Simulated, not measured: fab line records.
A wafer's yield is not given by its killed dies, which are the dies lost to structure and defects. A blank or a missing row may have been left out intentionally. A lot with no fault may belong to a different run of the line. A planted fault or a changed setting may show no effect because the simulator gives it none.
fab line records -- flow berkeley_cmos170
record: lots: 5, wafers: 15, last_day: 10
route steps=331 shown ZERO@11 NWELL@14
lots that met no fault: from a run of the same line without faults
start_h: hours from the record's opening day to when the first of the lot's shown wafers began -- wait_h: hours since the lot's step before -- " same as the row above -- L1.1+2: a row that stands for several wafers -- - no value, or no start was given -- * or withheld: withheld -- < > ~ a bound
route shown NAME@n: NAME is a module with steps in the file, n the number in the route of the first one -- usual: mean/standard deviation taken from wafers without a fault -- same: alike in all rows -- chamber/n: place in a boat -- sites: the reading at each site -- _std_site: their standard deviation -- _edge_site: outer sites' mean less inner sites' -- radius_mm: how far each site lies from the wafer's centre -- mask NAME#n: copy n -- behind: the tool/chamber that last shaped the wafer -- hold: reason for holding the lot/hours on hold/outcome of the hold -- device: transistor that didn't switch, given as n, p or np -- end of line: at the end of the route, the tests of the same wafers -- where a step has no rows: the recipe by itself -- killed: not the wafer's yield, but the dies lost to structure and defects at the first sort -- map: a wafer's dies, x killed, . not, _ none there
set.NAME: the setting that was run; set.NAME@STEP: the one run at that earlier step -- model.NAME: the simulator's own value behind a step, which no gauge read
lots at selected steps of the route; one table per step, one row per wafer
services: from which hour (start_h, from the record's first day; less than 0 if before it) a tool's chamber was out of use, for how many hours, and why
== steps ==
step: UCB170_ZERO_DEVELOP_05
recipe: developer: TMAH, develop_time_s: 45, resist: KrF, dev_temp_c: 21
step: UCB170_ZERO_ETCH_06
recipe: chemistry: CHF3/CF4/Ar, target: SiO2, time_s: 12, pressure_mtorr: 100, rf_w: 500, CHF3_flow_sccm: 50, cf4_flow_sccm: 10, Ar_flow_sccm: 120, over_etch_frac: 1.58
usual: chamber_pressure_mTorr: 100.00/0.083, drypump_motor_current_A: 5.8/0.6, oes_product_au: 0.617/0.01, throttle_valve_pct: 9.23/0.097
lot.wafer,tool,chamber,start_h,wait_h,chamber_pressure_mTorr,drypump_motor_current_A,oes_product_au,rf_hours_counter_h,throttle_valve_pct
L394.1,rie_diel-03,1,22.06,-,100.00,5.7,0.618,9,9.11
L394.3,rie_diel-03,3,22.06,-,99.99,5.3,0.636,10,9.50
L394.5,rie_diel-03,3,22.06,-,100.09,5.2,0.638,-,9.51
L402.1,rie_diel-01,3,64.40,-,100.04,6.0,0.628,115,9.18
L402.2,rie_diel-01,0,64.40,-,99.95,5.2,0.607,111,9.24
L402.3,rie_diel-01,1,64.40,-,100.07,5.3,0.623,30,9.23
L403.3,rie_diel-01,1,70.37,-,99.95,5.3,0.637,30,9.22
L403.4,rie_diel-01,3,70.37,-,99.96,6.0,0.622,115,9.18
L403.6,rie_diel-01,2,70.37,-,99.99,6.5,0.619,-,9.14
L405.1,rie_diel-04,0,76.26,-,100.15,5.9,0.609,1,9.27
L405.2,rie_diel-04,1,76.26,-,100.05,6.6,0.621,138,9.19
L405.3,rie_diel-04,1,76.26,-,99.89,6.6,0.625,-,9.18
L410.1,rie_diel-04,2,105.91,-,99.95,6.3,0.612,7,9.17
L410.4,rie_diel-04,3,105.91,-,100.07,6.6,0.597,1,9.23
L410.6,rie_diel-04,0,105.91,-,100.05,5.9,0.620,-,9.27
step: UCB170_ZERO_STRIP_07
recipe: chemistry: O2, power_w: 400, pressure_mtorr: 3500, platen_temp_c: withheld, o2_flow_sccm: 400, overash_fraction: 0.5
usual: chamber_pressure_mTorr: 3500/3.1, drypump_motor_current_A: 6.0/0.47, oes_product_au: 0.727/0.0051, strip_time_to_endpoint_s: 21.50/0.058
lot.wafer,tool,chamber,start_h,wait_h,chamber_pressure_mTorr,drypump_motor_current_A,oes_product_au,rf_hours_counter_h,strip_time_to_endpoint_s
L394.1,plasma_asher-03,0,22.09,0.0,3501,5.3,0.724,24,21.54
L394.3,plasma_asher-03,0,22.09,0.0,3501,5.4,0.731,-,21.53
L394.5,plasma_asher-03,0,22.09,0.0,3498,5.4,0.721,-,21.54
L402.1,plasma_asher-03,0,64.42,0.0,3495,5.3,0.725,28,21.53
L402.2,plasma_asher-03,1,64.42,0.0,3500,6.5,0.726,28,21.47
L402.3,plasma_asher-03,0,64.42,0.0,3502,5.4,0.731,-,21.53
L403.3,plasma_asher-02,0,70.43,0.0,3502,5.9,0.722,-,21.49
L403.4,plasma_asher-02,1,70.43,0.0,3495,6.6,0.727,-,21.50
L403.6,plasma_asher-02,1,70.43,0.0,3497,6.6,0.719,-,21.53
L405.1,plasma_asher-03,0,76.30,0.0,3502,5.4,0.721,30,21.63
L405.2,plasma_asher-03,1,76.30,0.0,3500,6.6,0.728,30,21.51
L405.3,plasma_asher-03,0,76.30,0.0,3501,5.4,0.726,-,21.54
L410.1,plasma_asher-04,0,105.94,0.0,3497,5.7,0.719,37,21.52
L410.4,plasma_asher-04,0,105.94,0.0,3499,5.7,0.730,-,21.52
L410.6,plasma_asher-04,0,105.94,0.0,3496,5.7,0.723,-,21.53
step: UCB170_NWELL_WET_ETCH_00
recipe: chemistry: dHF, dilution: 25:1, target: SiO2, temp_c: 25, time_s: 200
step: UCB170_NWELL_OXIDATION_01
recipe: temp_c: 1000, ambient: O2, target_thk_a: 264, ox_time_s: 1260
step: UCB170_NWELL_THK_MEAS_02
recipe: reads: SiO2_of_NWELL_OXIDATION_01
usual: NWELL_OXIDE_THK: 26.2/0.55
lot.wafer,tool,chamber,start_h,wait_h,NWELL_OXIDE_THK[nm]
L394.1,film_metro-03,-,24.87,0.0,25.7
L394.3,film_metro-03,-,24.87,0.0,25.8
L394.5,film_metro-03,-,24.87,0.0,25.7
L402.1,film_metro-01,-,67.65,0.0,26.0
L402.2,film_metro-01,-,67.65,0.0,26.1
L402.3,film_metro-01,-,67.65,0.0,25.9
L403.3,film_metro-01,-,73.46,0.0,26.6
L403.4,film_metro-01,-,73.46,0.0,26.6
L403.6,film_metro-01,-,73.46,0.0,26.6
L405.1,film_metro-04,-,80.35,0.0,26.5
L405.2,film_metro-04,-,80.35,0.0,26.7
L405.3,film_metro-04,-,80.35,0.0,26.2
L410.1,film_metro-01,-,109.64,0.0,26.6
L410.4,film_metro-01,-,109.64,0.0,26.6
L410.6,film_metro-01,-,109.64,0.0,26.6
step: UCB170_NWELL_ANNEAL_03
recipe: temp_c: 1000, time_s: 900, ambient: N2
step: UCB170_NWELL_CVD_04
recipe: material: Si3N4, target_thk_nm: 224, temp_c: 800, precursor: SiH2Cl2/NH3, time_s: 3360, pressure_mtorr: 200, sih2cl2_flow_sccm: 25, nh3_flow_sccm: 75
step: UCB170_NWELL_THK_MEAS_05
recipe: reads: Si3N4_of_NWELL_CVD_04
usual: NWELL_NITRIDE_THK: 224.0/2.6
lot.wafer,tool,chamber,start_h,wait_h,NWELL_NITRIDE_THK[nm]
L394.1,film_metro-01,-,29.40,0.0,226.7
L394.3,film_metro-01,-,29.40,0.0,226.3
L394.5,film_metro-01,-,29.40,0.0,227.6
L402.1,film_metro-01,-,75.22,0.0,223.4
L402.2,film_metro-01,-,75.22,0.0,224.1
L402.3,film_metro-01,-,75.22,0.0,225.1
L403.3,film_metro-01,-,79.09,0.0,221.9
L403.4,film_metro-01,-,79.09,0.0,220.5
L403.6,film_metro-01,-,79.09,0.0,222.1
L405.1,film_metro-03,-,86.86,0.1,223.1
L405.2,film_metro-03,-,86.86,0.1,222.8
L405.3,film_metro-03,-,86.86,0.1,222.4
L410.1,film_metro-03,-,113.85,0.0,224.6
L410.4,film_metro-03,-,113.85,0.0,222.8
L410.6,film_metro-03,-,113.85,0.0,221.7
step: UCB170_NWELL_HMDS_06
recipe: prime_time_s: 60, prime_temp_c: 100
step: UCB170_NWELL_COAT_07
recipe: resist: KrF, spin_rpm: 1500, resist_thk_nm: 900
step: UCB170_NWELL_SOFTBAKE_08
recipe: resist: KrF, temp_c: 130, time_s: 60
step: UCB170_NWELL_EXPOSE_09
recipe: mask_id: NWELL, target_cd_nm: 3000, na: 0.5, sigma_outer: 0.6, source_shape: conventional, dose_mj: 25
usual: stage_vel_mm_s: 499.94/0.26
lot.wafer,tool,chamber,start_h,wait_h,mask,stage_vel_mm_s
L394.1,krf_scanner-01,0,30.03,0.2,NWELL#0,499.82
L394.3,krf_scanner-01,0,30.03,0.2,NWELL#0,500.00
L394.5,krf_scanner-01,0,30.03,0.2,NWELL#0,499.93
L402.1,krf_scanner-01,0,75.78,0.1,PWELL#0,499.83
L402.2,krf_scanner-01,0,75.78,0.1,PWELL#0,500.09
L402.3,krf_scanner-01,0,75.78,0.1,PWELL#0,499.95
L403.3,krf_scanner-01,0,79.68,0.1,NWELL#0,499.69
L403.4,krf_scanner-01,0,79.68,0.1,NWELL#0,499.82
L403.6,krf_scanner-01,0,79.68,0.1,NWELL#0,500.01
L405.1,krf_scanner-01,0,87.92,0.4,NWELL#0,500.02
L405.2,krf_scanner-01,0,87.92,0.4,NWELL#0,499.90
L405.3,krf_scanner-01,0,87.92,0.4,NWELL#0,500.01
L410.1,krf_scanner-01,0,114.85,0.1,NWELL#0,500.01
L410.4,krf_scanner-01,0,114.85,0.1,NWELL#0,499.74
L410.6,krf_scanner-01,0,114.85,0.1,NWELL#0,500.05
step: UCB170_NWELL_PEB_10
recipe: peb_temp_c: 130, peb_time_s: withheld, resist: KrF
step: UCB170_NWELL_DEVELOP_11
recipe: developer: TMAH, develop_time_s: 45, resist: KrF, dev_temp_c: 21
step: UCB170_NWELL_OVL_MEAS_12
usual: NWELL_OVL: -3/5.5
lot.wafer,tool,chamber,start_h,wait_h,NWELL_OVL[nm]
L394.1,overlay-02,-,30.43,-,-1
L394.3,overlay-02,-,30.43,-,-7
L394.5,overlay-02,-,30.43,-,-7
L402.1,overlay-02,-,76.17,-,-
L402.2,overlay-02,-,76.17,-,-
L402.3,overlay-02,-,76.17,-,-
L403.3,overlay-01,-,80.05,-,0
L403.4,overlay-01,-,80.05,-,-13
L403.6,overlay-01,-,80.05,-,-6
L405.1,overlay-01,-,88.38,-,-5
L405.2,overlay-01,-,88.38,-,-2
L405.3,overlay-01,-,88.38,-,0
L410.1,overlay-01,-,115.58,-,12
L410.4,overlay-01,-,115.58,-,0
L410.6,overlay-01,-,115.58,-,1
step: UCB170_NWELL_ETCH_13
recipe: chemistry: CH3F/Ar/O2, target: Si3N4, stop_on: SiO2, CH3F_flow_sccm: 20, Ar_flow_sccm: 50, O2_flow_sccm: 7, pressure_mtorr: 50, rf_w: 450, target_depth_a: 2464, over_etch_frac: 0.1, time_s: 154
usual: chamber_pressure_mTorr: 49.99/0.042, drypump_motor_current_A: 5.5/0.51, oes_product_au: 0.945/0.016, throttle_valve_pct: 8.05/0.094
lot.wafer,tool,chamber,start_h,wait_h,chamber_pressure_mTorr,drypump_motor_current_A,oes_product_au,rf_hours_counter_h,throttle_valve_pct
L394.1,rie_diel-02,3,30.46,0.0,49.96,4.9,0.940,13,7.92
L394.3,rie_diel-02,1,30.46,0.0,50.01,6.4,0.948,36,8.14
L394.5,rie_diel-02,3,30.46,0.0,50.00,4.9,0.944,-,7.93
L402.1,rie_diel-01,2,76.20,0.0,50.03,6.5,0.938,25,7.97
L402.2,rie_diel-01,3,76.20,0.0,49.98,6.0,0.954,115,8.01
L402.3,rie_diel-01,1,76.20,0.0,50.01,5.3,0.951,30,8.05
L403.3,rie_diel-03,2,80.07,0.0,50.05,4.8,0.919,44,8.02
L403.4,rie_diel-03,3,80.07,0.0,49.90,5.2,0.958,14,8.28
L403.6,rie_diel-03,2,80.07,0.0,50.04,4.8,0.923,-,8.01
L405.1,rie_diel-02,3,88.41,0.0,50.05,4.9,0.929,16,7.90
L405.2,rie_diel-02,2,88.41,0.0,49.98,5.5,0.965,146,8.04
L405.3,rie_diel-02,0,88.41,0.0,49.95,5.3,0.926,91,8.11
L410.1,rie_diel-02,1,115.62,0.0,49.98,6.4,0.943,41,8.13
L410.4,rie_diel-02,1,115.62,0.0,49.95,6.4,0.931,-,8.15
L410.6,rie_diel-02,3,115.62,0.0,50.08,4.9,0.934,-,7.92
step: UCB170_NWELL_IMPLANT_14
recipe: species: P, dose_cm2: 1e+13, energy_kev: 150, tilt_deg: 7
step: UCB170_NWELL_STRIP_15
recipe: chemistry: O2, power_w: 400, pressure_mtorr: 3500, platen_temp_c: withheld, o2_flow_sccm: 400, overash_fraction: 0.5
usual: chamber_pressure_mTorr: 3500/3.2, drypump_motor_current_A: 6.1/0.4, oes_product_au: 0.721/0.0045, strip_time_to_endpoint_s: 18.01/0.078
lot.wafer,tool,chamber,start_h,wait_h,chamber_pressure_mTorr,drypump_motor_current_A,oes_product_au,rf_hours_counter_h,strip_time_to_endpoint_s
L394.1,plasma_asher-02,0,30.71,0.1,3505,5.9,0.718,30,18.05
L394.3,plasma_asher-02,0,30.71,0.1,3500,5.9,0.723,-,17.90
L394.5,plasma_asher-02,0,30.71,0.1,3503,5.9,0.729,-,18.01
L402.1,plasma_asher-02,0,76.46,0.1,3495,5.9,0.724,35,18.01
L402.2,plasma_asher-02,1,76.46,0.1,3503,6.6,0.714,35,17.94
L402.3,plasma_asher-02,0,76.46,0.1,3501,5.9,0.716,-,17.93
L403.3,plasma_asher-02,1,80.36,0.1,3499,6.6,0.722,-,17.94
L403.4,plasma_asher-02,0,80.36,0.1,3503,5.8,0.724,-,17.97
L403.6,plasma_asher-02,0,80.36,0.1,3498,5.9,0.718,-,18.04
L405.1,plasma_asher-03,1,88.66,0.1,3499,6.6,0.726,32,17.94
L405.2,plasma_asher-03,0,88.66,0.1,3496,5.4,0.722,32,18.06
L405.3,plasma_asher-03,0,88.66,0.1,3500,5.4,0.726,-,18.07
L410.1,plasma_asher-03,1,115.87,0.1,3502,6.5,0.720,35,17.95
L410.4,plasma_asher-03,0,115.87,0.1,3499,5.4,0.721,-,17.95
L410.6,plasma_asher-03,1,115.87,0.1,3499,6.5,0.718,-,17.96
step: UCB170_NWELL_TW_MEAS_16
usual: NWELL_TW: 1245/15
lot.wafer,tool,chamber,start_h,wait_h,NWELL_TW
L394.1,film_metro-04,-,30.81,0.1,1256
L394.3,film_metro-04,-,30.81,0.1,1261
L394.5,film_metro-04,-,30.81,0.1,1265
L402.1,film_metro-04,-,76.56,0.1,30
L402.2,film_metro-04,-,76.56,0.1,30
L402.3,film_metro-04,-,76.56,0.1,30
L403.3,film_metro-04,-,80.44,0.1,1257
L403.4,film_metro-04,-,80.44,0.1,1259
L403.6,film_metro-04,-,80.44,0.1,1259
L405.1,film_metro-01,-,88.76,0.1,1241
L405.2,film_metro-01,-,88.76,0.1,1237
L405.3,film_metro-01,-,88.76,0.1,1238
L410.1,film_metro-04,-,116.01,0.1,1267
L410.4,film_metro-04,-,116.01,0.1,1275
L410.6,film_metro-04,-,116.01,0.1,1268
step: UCB170_NWELL_CLEAN_17
recipe: chemistry: SPM, temp_c: 120, time_s: 600
== services ==
tool,chamber,start_h,hours,kind
krf_scanner-01,-,3.51,1.3,pm
rie_diel-03,2,8.47,8.2,repair
rie_diel-02,0,18.75,3.9,repair
rie_diel-02,2,31.62,4.7,repair
rie_diel-02,3,35.44,1.7,repair
krf_scanner-01,-,40.02,4.0,pm
rie_diel-04,0,46.75,-,clean
rie_diel-04,0,46.75,17.8,scheduled_down
rie_diel-04,0,46.75,17.8,vent_cycle
rie_diel-02,3,56.25,3.9,repair
plasma_asher-03,-,61.43,1.8,repair
rie_diel-04,3,64.51,-,clean
rie_diel-04,3,64.51,17.5,scheduled_down
rie_diel-04,3,64.51,17.5,vent_cycle
plasma_asher-04,-,70.31,10.0,repair
rie_diel-03,2,71.42,2.0,repair
rie_diel-04,2,73.66,6.0,repair
krf_scanner-01,-,77.09,0.8,pm
rie_diel-01,0,83.34,1.3,repair
krf_scanner-01,0,83.96,-,calibration
rie_diel-04,0,92.76,8.6,repair
rie_diel-02,1,96.92,7.6,repair
rie_diel-02,0,103.72,20.2,repair
plasma_asher-04,-,108.75,9.0,pm
== key ==
first_sign: step: UCB170_NWELL_EXPOSE_09, reading: mask, direction: changed
effect: step: UCB170_NWELL_OVL_MEAS_12, reading: NWELL_OVL, direction: missing
effect: step: UCB170_NWELL_TW_MEAS_16, reading: NWELL_TW, direction: down, sigmas: 81, usual: 1245, struck: 30
met_at UCB170_NWELL_EXPOSE_09
struck_wafers L402.1,L402.2,L402.3
later_rows_left_out L402.1,L402.2,L402.3
sort_left_out L402.1,L402.2,L402.3
tester_left_out L402
onset_between 30.03 75.78
fault: kind: wrong_mask, tool: any, chamber: -, onset_h: 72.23, steps: UCB170_NWELL_EXPOSE_09, aux_copy: PWELL#0, scope: struck_lots_only
tester_left_out: of these lots the tester's yield and bins aren't shown, on N5 and GAA mostly nor the transistor test; their killed dies are dies lost to structure and defects alone, not to doping, threshold or leakage, so they don't give the yield
sort_left_out: the simulated sort isn't trusted on such a fault, so these wafers' sort isn't shown, and their yield isn't known
later_rows_left_out: the simulator's readings of these wafers behind a module that went badly wrong aren't trusted and aren't shown, but for the sort
